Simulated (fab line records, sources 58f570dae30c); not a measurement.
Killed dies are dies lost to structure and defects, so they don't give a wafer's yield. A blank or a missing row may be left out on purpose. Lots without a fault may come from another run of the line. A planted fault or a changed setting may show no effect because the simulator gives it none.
fab line records | flow berkeley_cmos170
record lots=5 wafers=15 last_day=11
route steps=331 shown SPACER@172 PSD@175 NSD@187
lots that met no fault: from a run of the same line without faults
start_h: hours from the record's first day to the start of the lot's first wafer shown | wait_h: hours since the lot's step before | " the same as in the row above | L1.1+2: a row that stands for several wafers | - no value, or no start given | * or withheld: withheld | < > ~ a bound
route shown NAME@n: a module of which the file shows steps, and the number in the route of the first | usual: mean/standard deviation of fault-free wafers | same: alike in all rows | chamber/n: place in a boat | sites: the reading at each site | _std_site: their standard deviation | _edge_site: outer sites' mean less inner sites' | radius_mm: how far each site lies from the wafer's centre | mask NAME#n: copy n | behind: the tool/chamber that last shaped the wafer | hold: why the lot was held/for how many hours/how that ended | device: the transistor (n, p or np) that didn't switch | end of line: the same wafers' tests at the end of the route | a step without rows: its recipe alone | killed: dies lost to structure and defects at the first sort, not the wafer's yield | map: a wafer's dies, x killed, . not, _ none there
set.NAME: the setting as run; set.NAME@STEP: as run at that earlier step | model.NAME: the simulator's own value behind a step, which no gauge read
lots at some steps of the route; a table a step, a row a wafer
services: from which hour (start_h, from the record's first day; less than 0 if before it) a tool's chamber was out of use, for how many hours, and why
## steps
# step UCB170_SPACER_THK_MEAS_01
# recipe reads=SiO2_of_SPACER_CVD_00
# usual SPACER_TEOS_THK=376/5.3
# columns lot.wafer tool chamber start_h wait_h SPACER_TEOS_THK[nm]
L190.4 film_metro-04 - 108.19 0.0 382
L190.5 " - " " 385
L190.6 " - " " 389
L199.1 film_metro-01 - 173.85 0.0 365
L199.2 " - " " 384
L199.4 " - " " 378
L200.3 film_metro-04 - 178.28 0.0 384
L200.5 " - " " 385
L200.6 " - " " 376
L210.1 film_metro-01 - 227.41 0.0 372
L210.4 " - " " 381
L210.5 " - " " 381
L212.1 film_metro-04 - 232.95 0.0 367
L212.3 " - " " 371
L212.4 " - " " 374
# step UCB170_SPACER_ANNEAL_02
# recipe temp_c=900 time_s=1800 ambient=N2
# step UCB170_SPACER_ETCHBACK_03
# recipe stop_on=Si target=SiO2 chemistry=CHF3/CF4/Ar CHF3_flow_sccm=50 cf4_flow_sccm=10 Ar_flow_sccm=120 pressure_mtorr=200 rf_w=500 target_depth_a=3760 time_s=100
# usual drypump_motor_current_A=5.9/0.5 oes_product_au=0.898/0.02 throttle_valve_pct=6.49/0.12
# columns lot.wafer tool chamber start_h wait_h drypump_motor_current_A oes_product_au rf_hours_counter_h throttle_valve_pct
L190.4 rie_diel-03 2 112.67 0.0 6.6 0.893 96 6.60
L190.5 " 0 " " 6.7 0.901 - 6.50
L190.6 " 3 " " 5.7 0.930 - 6.40
L199.1 rie_diel-02 3 177.47 0.0 5.7 0.871 133 6.58
L199.2 " 2 " " 5.3 0.945 125 6.22
L199.4 " 1 " " 5.4 0.904 - 6.47
L200.3 rie_diel-01 3 182.11 0.0 6.5 0.908 89 6.50
L200.5 " 1 " " 6.0 0.929 - 6.54
L200.6 " 0 " " 5.7 0.887 - 6.61
L210.1 rie_diel-01 1 233.76 0.0 6.0 0.906 5 6.53
L210.4 " 2 " " 5.1 0.918 - 6.29
L210.5 " 1 " " 6.0 0.932 - 6.52
L212.1 rie_diel-03 3 239.66 0.0 5.7 0.895 95 6.39
L212.3 " 1 " " 5.8 0.872 108 6.51
L212.4 " 2 " " 6.6 0.880 102 6.60
# step UCB170_PSD_HMDS_00
# recipe prime_time_s=60 prime_temp_c=100
# step UCB170_PSD_COAT_01
# recipe resist=KrF spin_rpm=1500 resist_thk_nm=900
# step UCB170_PSD_SOFTBAKE_02
# recipe resist=KrF temp_c=130 time_s=60
# step UCB170_PSD_EXPOSE_03
# recipe mask_id=PSELECT_MOD na=0.5 sigma_outer=0.6 source_shape=conventional target_cd_nm=1200 dose_mj=30
# step UCB170_PSD_PEB_04
# recipe peb_temp_c=130 peb_time_s=withheld resist=KrF
# step UCB170_PSD_DEVELOP_05
# recipe developer=TMAH develop_time_s=45 resist=KrF dev_temp_c=21
# step UCB170_PSD_CD_MEAS_06
# recipe target_cd_nm=1200
# usual cd_nm=1199.9/1.6
# columns lot.wafer tool chamber start_h wait_h cd_nm
L190.4 cd_sem-01 - 114.25 - 1198.0
L190.5 " - " " 1199.4
L190.6 " - " " 1197.6
L199.1 cd_sem-02 - 179.09 - 1201.0
L199.2 " - " " 1200.6
L199.4 " - " " 1200.5
L200.3 cd_sem-01 - 183.75 - 1200.2
L200.5 " - " " 1200.7
L200.6 " - " " 1200.8
L210.1 cd_sem-02 - 234.80 - 1200.9
L210.4 " - " " 1200.4
L210.5 " - " " 1200.6
L212.1 cd_sem-01 - 240.71 - 1198.2
L212.3 " - " " 1198.4
L212.4 " - " " 1197.9
# step UCB170_PSD_OVL_MEAS_07
# usual PSD_OVL=-1/5.2
# columns lot.wafer tool chamber start_h wait_h PSD_OVL[nm]
L190.4 overlay-01 - 114.33 0.1 -10
L190.5 " - " " -6
L190.6 " - " " -6
L199.1 overlay-02 - 179.21 0.1 -8
L199.2 " - " " 1
L199.4 " - " " -7
L200.3 overlay-02 - 183.84 0.1 4
L200.5 " - " " 8
L200.6 " - " " 4
L210.1 overlay-01 - 234.92 0.1 0
L210.4 " - " " -5
L210.5 " - " " -1
L212.1 overlay-01 - 240.83 0.1 3
L212.3 " - " " 3
L212.4 " - " " -7
# step UCB170_PSD_IMPLANT_08
# recipe species=B dose_cm2=3e+15 energy_kev=20 tilt_deg=7
# step UCB170_PSD_STRIP_09
# recipe chemistry=O2 power_w=400 pressure_mtorr=3500 platen_temp_c=withheld o2_flow_sccm=400 overash_fraction=0.5
# usual drypump_motor_current_A=5.55/0.27 oes_product_au=0.600/0.0052 strip_time_to_endpoint_s=29.40/0.08
# columns lot.wafer tool chamber start_h wait_h drypump_motor_current_A oes_product_au rf_hours_counter_h strip_time_to_endpoint_s model.KrF_of_PSD_COAT_01.thk_nm
L190.4 plasma_asher-01 0 114.53 0.1 5.47 0.597 - 29.30 0
L190.5 " 0 " " 5.42 0.599 - 29.23 0
L190.6 " 1 " " 5.37 0.605 - 29.29 0
L199.1 plasma_asher-04 1 179.40 0.1 5.23 0.604 53 29.34 0
L199.2 " 0 " " 5.98 0.597 53 29.32 0
L199.4 " 1 " " 5.23 0.605 - 29.31 0
L200.3 plasma_asher-03 1 184.05 0.1 5.69 0.444 - - 688.9
L200.5 " 0 " " 5.41 0.439 - - 689.7
L200.6 " 1 " " 5.72 0.438 - - 687.7
L210.1 plasma_asher-01 0 235.11 0.1 5.49 0.595 52 29.43 0
L210.4 " 1 " " 5.37 0.604 - 29.38 0
L210.5 " 0 " " 5.47 0.602 - 29.41 0
L212.1 plasma_asher-03 1 241.02 0.1 5.69 0.603 13 29.40 0
L212.3 " 1 " " 5.70 0.596 - 29.35 0
L212.4 " 0 " " 5.44 0.594 - 29.46 0
# step UCB170_PSD_TW_MEAS_10
# usual PSD_TW=2326/25
# columns lot.wafer tool chamber start_h wait_h PSD_TW
L190.4 film_metro-01 - 114.63 0.1 2288
L190.5 " - " " 2281
L190.6 " - " " 2289
L199.1 film_metro-03 - 179.50 0.1 2334
L199.2 " - " " 2324
L199.4 " - " " 2331
L200.3 film_metro-02 - 184.14 0.1 2325
L200.5 " - " " 2338
L200.6 " - " " 2318
L210.1 film_metro-01 - 235.21 0.1 2294
L210.4 " - " " 2298
L210.5 " - " " 2289
L212.1 film_metro-03 - 241.12 0.1 2348
L212.3 " - " " 2340
L212.4 " - " " 2341
# step UCB170_PSD_CLEAN_11
# recipe chemistry=SPM temp_c=120 time_s=600
# step UCB170_NSD_HMDS_00
# recipe prime_time_s=60 prime_temp_c=100
# step UCB170_NSD_COAT_01
# recipe resist=KrF spin_rpm=1500 resist_thk_nm=900
# step UCB170_NSD_SOFTBAKE_02
# recipe resist=KrF temp_c=130 time_s=60
# step UCB170_NSD_EXPOSE_03
# recipe mask_id=NSELECT_MOD na=0.5 sigma_outer=0.6 source_shape=conventional target_cd_nm=1200 dose_mj=30
# step UCB170_NSD_PEB_04
# recipe peb_temp_c=130 peb_time_s=withheld resist=KrF
# step UCB170_NSD_DEVELOP_05
# recipe developer=TMAH develop_time_s=45 resist=KrF dev_temp_c=21
# step UCB170_NSD_CD_MEAS_06
# recipe target_cd_nm=1200
# usual cd_nm=1200.3/1.4
# columns lot.wafer tool chamber start_h wait_h cd_nm
L190.4 cd_sem-01 - 118.66 - 1199.4
L190.5 " - " " 1200.5
L190.6 " - " " 1200.9
L199.1 cd_sem-01 - 180.98 - 1200.3
L199.2 " - " " 1201.8
L199.4 " - " " 1199.3
L200.3 cd_sem-02 - 185.59 - 1201.6
L200.5 " - " " 1200.6
L200.6 " - " " 1199.3
L210.1 cd_sem-01 - 236.30 - 1200.0
L210.4 " - " " 1198.5
L210.5 " - " " 1200.8
L212.1 cd_sem-02 - 245.38 - 1199.5
L212.3 " - " " 1199.8
L212.4 " - " " 1198.8
# step UCB170_NSD_OVL_MEAS_07
# usual NSD_OVL=-3/5.9
# columns lot.wafer tool chamber start_h wait_h NSD_OVL[nm]
L190.4 overlay-02 - 118.73 0.1 2
L190.5 " - " " 2
L190.6 " - " " 2
L199.1 overlay-02 - 181.10 0.1 -9
L199.2 " - " " -3
L199.4 " - " " -5
L200.3 overlay-02 - 185.68 0.1 4
L200.5 " - " " -4
L200.6 " - " " -4
L210.1 overlay-01 - 236.42 0.1 -7
L210.4 " - " " -4
L210.5 " - " " -8
L212.1 overlay-01 - 245.50 0.1 4
L212.3 " - " " 6
L212.4 " - " " 1
# step UCB170_NSD_IMPLANT_08
# recipe species=P dose_cm2=3e+15 energy_kev=40 tilt_deg=7
# step UCB170_NSD_STRIP_09
# recipe chemistry=O2 power_w=400 pressure_mtorr=3500 platen_temp_c=withheld o2_flow_sccm=400 overash_fraction=0.5
# usual drypump_motor_current_A=5.52/0.11 oes_product_au=0.534/0.0044 strip_time_to_endpoint_s=35.85/0.076
# columns lot.wafer tool chamber start_h wait_h drypump_motor_current_A oes_product_au rf_hours_counter_h strip_time_to_endpoint_s
L190.4 plasma_asher-03 1 118.94 0.1 5.74 0.535 - 35.91
L190.5 " 0 " " 5.41 0.529 - 35.93
L190.6 " 1 " " 5.73 0.536 - 35.93
L199.1 plasma_asher-03 0 181.29 0.1 5.40 0.527 7 35.96
L199.2 " 1 " " 5.71 0.524 7 35.82
L199.4 " 0 " " 5.40 0.534 - 35.77
L200.3 plasma_asher-03 1 185.89 0.1 5.68 0.605 - 56.16
L200.5 " 1 " " 5.70 0.611 - 56.14
L200.6 " 0 " " 5.42 0.610 - 56.18
L210.1 plasma_asher-02 1 236.60 0.1 5.52 0.530 48 35.82
L210.4 " 0 " " 5.58 0.537 - 35.85
L210.5 " 1 " " 5.54 0.539 - 35.85
L212.1 plasma_asher-01 1 245.84 0.2 5.39 0.528 53 35.82
L212.3 " 1 " " 5.36 0.536 - 35.85
L212.4 " 0 " " 5.47 0.531 - 35.89
# step UCB170_NSD_TW_MEAS_10
# usual NSD_TW=4177/46
# columns lot.wafer tool chamber start_h wait_h NSD_TW
L190.4 film_metro-03 - 119.03 0.1 4240
L190.5 " - " " 4243
L190.6 " - " " 4237
L199.1 film_metro-01 - 181.39 0.1 4137
L199.2 " - " " 4120
L199.4 " - " " 4107
L200.3 film_metro-03 - 185.98 0.1 30
L200.5 " - " " 30
L200.6 " - " " 30
L210.1 film_metro-03 - 236.70 0.1 4237
L210.4 " - " " 4277
L210.5 " - " " 4232
L212.1 film_metro-01 - 245.94 0.1 4111
L212.3 " - " " 4124
L212.4 " - " " 4128
# step UCB170_NSD_CLEAN_11
# recipe chemistry=SPM temp_c=120 time_s=600
## services
# columns tool chamber start_h hours kind
rie_diel-03 - 103.99 0.5 repair
plasma_asher-03 - 108.75 9.0 pm
plasma_asher-03 0 108.75 9.0 vent_cycle
plasma_asher-03 1 108.75 9.0 vent_cycle
rie_diel-02 0 111.70 6.0 repair
rie_diel-01 3 117.56 9.9 repair
plasma_asher-03 0 117.75 - clean
plasma_asher-03 1 117.75 - clean
rie_diel-03 1 133.11 6.4 repair
plasma_asher-03 - 161.00 4.3 pm
rie_diel-02 0 168.80 - clean
rie_diel-02 0 168.80 14.3 scheduled_down
rie_diel-02 0 168.80 14.3 vent_cycle
plasma_asher-01 - 168.90 10.0 pm
plasma_asher-03 - 192.07 1.9 repair
plasma_asher-02 - 205.49 1.3 repair
rie_diel-02 1 205.79 10.0 repair
rie_diel-02 2 206.95 8.6 repair
rie_diel-01 0 228.09 6.7 repair
rie_diel-02 0 235.37 4.8 repair
rie_diel-01 - 240.44 1.0 repair
## key
first_sign step=UCB170_PSD_STRIP_09 reading=oes_product_au direction=down sigmas=31 usual=0.600 struck=0.440
effect step=UCB170_NSD_STRIP_09 reading=strip_time_to_endpoint_s direction=up sigmas=99+ usual=* struck=*
effect step=UCB170_NSD_TW_MEAS_10 reading=NSD_TW direction=down sigmas=91 usual=4177 struck=30
model_effect step=UCB170_PSD_STRIP_09 value=KrF_of_PSD_COAT_01.thk_nm without=0 struck=688.8
met_at UCB170_PSD_STRIP_09
struck_wafers L200.3,L200.5,L200.6
sort_left_out L200.3,L200.5,L200.6
tester_left_out L200
fault kind=strip_aborted tool=plasma_asher-03 chamber=- onset_h=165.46 steps=UCB170_PSD_STRIP_09 offset=0.85 end_h=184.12
# tester_left_out: of these lots the tester's yield and bins aren't shown, on N5 and GAA mostly nor the transistor test; their killed dies are dies lost to structure and defects alone, not to doping, threshold or leakage, so they don't give the yield
# sort_left_out: the simulated sort isn't trusted on such a fault, so these wafers' sort isn't shown, and their yield isn't known
